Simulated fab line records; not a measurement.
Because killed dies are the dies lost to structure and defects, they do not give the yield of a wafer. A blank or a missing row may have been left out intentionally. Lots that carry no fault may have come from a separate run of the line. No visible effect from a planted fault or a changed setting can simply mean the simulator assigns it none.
Which tool is to blame? + flow rit-cmos + route of 202 steps, sampled at 1 step: 15 lots, 45 wafers

WHAT THE GAUGES READ, wafer by wafer
Not one reading of a measure or inspect step in the record can be checked against a usual standard deviation.

TOOL THAT RAN EACH LOT (tool first, then ch and the chambers of the sampled wafers, then the start)
| lot  | RIT_PWELL_PEB_04                 |
|------|----------------------------------|
| L750 | litho-track-02 ch 0, day 1 22:53 |
| L751 | litho-track-03 ch 0, day 2 03:56 |
| L753 | litho-track-01 ch 0, day 2 13:10 |
| L754 | litho-track-02 ch 0, day 2 20:48 |
| L755 | litho-track-01 ch 0, day 3 00:19 |
| L756 | litho-track-02 ch 0, day 3 04:48 |
| L757 | litho-track-02 ch 0, day 3 09:05 |
| L758 | litho-track-03 ch 0, day 3 15:13 |
| L759 | litho-track-02 ch 0, day 3 19:02 |
| L760 | litho-track-01, day 4 00:32      |
| L761 | litho-track-03, day 4 05:10      |
| L762 | litho-track-01, day 4 09:52      |
| L770 | litho-track-03 ch 0, day 6 02:09 |
| L771 | litho-track-01 ch 0, day 6 06:37 |
| L772 | litho-track-01 ch 0, day 6 12:35 |
- RIT_PWELL_PEB_04

WHAT THE TOOLS THEMSELVES READ (means of the sampled wafers that have a number; where no wafer has one, the mark that the record gives instead)
RIT_PWELL_PEB_04.
| lot  | tool           | exhaust-pa (Pa) |
|------|----------------|-----------------|
| L750 | litho-track-02 | 45.0            |
| L751 | litho-track-03 | 45.5            |
| L753 | litho-track-01 | 44.8            |
| L754 | litho-track-02 | 44.0            |
| L755 | litho-track-01 | 45.8            |
| L756 | litho-track-02 | 46.9            |
| L757 | litho-track-02 | 44.9            |
| L758 | litho-track-03 | 45.3            |
| L759 | litho-track-02 | 43.7            |
| L760 | litho-track-01 | -               |
| L761 | litho-track-03 | -               |
| L762 | litho-track-01 | -               |
| L770 | litho-track-03 | 45.0            |
| L771 | litho-track-01 | 44.6            |
| L772 | litho-track-01 | 45.1            |

THE ANSWER, worked out from the rows above alone
Rule: the lots themselves supply what counts as usual. The widest of any qualifying gaps counts: lots, ordered by their means at a reading, are off when they make up no more than a third of the lots, leave a main group of 4 or more, and stand apart from it by 3 or more times the standard deviation of that group's means. A main group whose means are all the same, to the digits that the tables above print for the reading, isn't used. Also off: a lot with no number at a reading for which 4 or more lots have one. All remaining lots with rows at the step are treated as sound. First the gauges in route order, then the tools' own readings, where a lot's mean is used as printed above. At the first step where some lot is off, the reading lying furthest off is the one used; lots without a number count as furthest.
Off, at RIT_PWELL_PEB_04 on exhaust-pa: L760, L761, L762. Without a number there: L760, L761, L762. The main group has a mean of 45.0 Pa with a standard deviation of 0.79.
A tool fits if, at that step or a process step before it, it ran every lot that is off, and no sound lot after the first of them. Of those tried, none fits.

WHAT THE SIMULATOR HAD PUT IN
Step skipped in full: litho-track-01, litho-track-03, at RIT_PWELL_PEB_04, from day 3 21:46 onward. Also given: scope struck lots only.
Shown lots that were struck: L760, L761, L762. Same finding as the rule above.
